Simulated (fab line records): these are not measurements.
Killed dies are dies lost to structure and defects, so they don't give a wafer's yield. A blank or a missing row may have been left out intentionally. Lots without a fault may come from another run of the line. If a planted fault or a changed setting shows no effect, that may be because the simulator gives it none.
A struck lot beside a sound one -- flow berkeley cmos170 -- 16 out of 331 route steps
Sound: these wafers, L368.1, L368.2, L368.4. Struck: wafers L374.2, L374.5. (L374.4 of the same lot was not struck and is left out.) The cause comes at the end.
Each step with rows lists, per side, the tool, then ch with its chambers, then its first start. Under that, the readings that differ: sound wafers -- struck wafers -- difference of the means -- sigmas: that difference in standard deviations of wafers without a fault.
alike: readings whose means differ by less than 2 such deviations, and words and numbers that are the same on both sides. not compared: withheld readings, readings that some wafer has no value for, bounds like >300 that may hide the same value, and numbers for which the record gives no deviation and whose values overlap.
A row with sigmas, a row that says differs or no value, or rows on one side alone: a step with any of these is where the two part. When numbers do not overlap yet have no deviation, they are printed without sigmas and do not part them. A reading missing from all wafers of one side parts the sides only when that side holds two or more wafers.

UCB170_V1_CMP_02: polishes SiO2.
  sound on cmp-01 ch 1,2,3, day 7 19:44; struck on cmp-02 ch 2,3, day 9 12:31
  alike: motor current A, platen rpm
UCB170_V1_BOW_MEAS_03:
  sound: film metro-03 at day 7 20:02; struck: film metro-04 at day 9 12:50
  alike: V1_BOW
UCB170_V1_THK_MEAS_04:
  sound: film metro-03 at day 7 20:09; struck: film metro-04 at day 9 12:56
  alike: V1_POLISHED_THK
then, 7 steps without rows for these wafers: UCB170_V1_CLEAN_05 (cleans in DIW); UCB170_V1_HMDS_06 (prime time 60 s); UCB170_V1_COAT_07 (resist thk 900 nm); UCB170_V1_SOFTBAKE_08 (time 60 s); UCB170_V1_EXPOSE_09 (exposes mask VIA1, target cd 700 nm); UCB170_V1_PEB_10; UCB170_V1_DEVELOP_11 (develop time 45 s).
UCB170_V1_CD_MEAS_12 targets a cd of 700 nm.
  sound: cd sem-02 at day 7 21:33; struck: cd sem-02 at day 9 14:28
reading,sound,struck,difference,sigmas
cd nm (nm),703.2 704.0 703.3,698.2 698.5,-5.1,-3
UCB170_V1_OVL_MEAS_13:
  sound: overlay-01 at day 7 21:40; struck: overlay-01 at day 9 14:34
  alike: V1_OVL
UCB170_V1_ETCH_14: etches SiO2 in CHF3/CF4/Ar, stops on Al, target depth 1250 nm, time 291 s.
  sound on rie diel-01 ch 0,1,3, day 7 21:43; struck on rie diel-01 ch 0, day 9 14:36
reading,sound,struck,difference,sigmas
oes product au (a.u.),0.889 0.874 0.857,0.831 0.824,-0.046,-4
run length s (s),318.7 319.4 319.1,350.3 350.5,+31.3,+71
model.KrF_of_V1_COAT_07.thk nm (nm),615.8 610.4 605.1,591.1 592.7,-18.5,
  alike: drypump motor current A, mfc ar sccm, throttle valve pct
  not compared: rf hours counter h
UCB170_V1_STRIP_15: strips in O2.
  sound on plasma asher-03 ch 0,1, day 7 21:53; struck on plasma asher-03 ch 1, day 9 14:46
reading,sound,struck,difference,sigmas
strip time to endpoint s (s),15.43 15.33 15.19,14.85 14.91,-0.44,-3
  alike: drypump motor current A, oes product au
  not compared: rf hours counter h
UCB170_V1_CD_MEAS_90 targets a cd of 700 nm.
  sound: cd sem-01 at day 7 21:59; struck: cd sem-01 at day 9 14:53
reading,sound,struck,difference,sigmas
cd nm (nm),704.3 704.3 703.2,699.8 699.9,-4.1,-2
UCB170_M3_PROBE_99:
  sound wafers here have rows in the record (prober-01, day 8 09:19); struck ones have none

== WHERE THEY PART ==
First at UCB170_V1_CD_MEAS_12; last, within this record, at UCB170_M3_PROBE_99.

WHY: what the simulator had put in
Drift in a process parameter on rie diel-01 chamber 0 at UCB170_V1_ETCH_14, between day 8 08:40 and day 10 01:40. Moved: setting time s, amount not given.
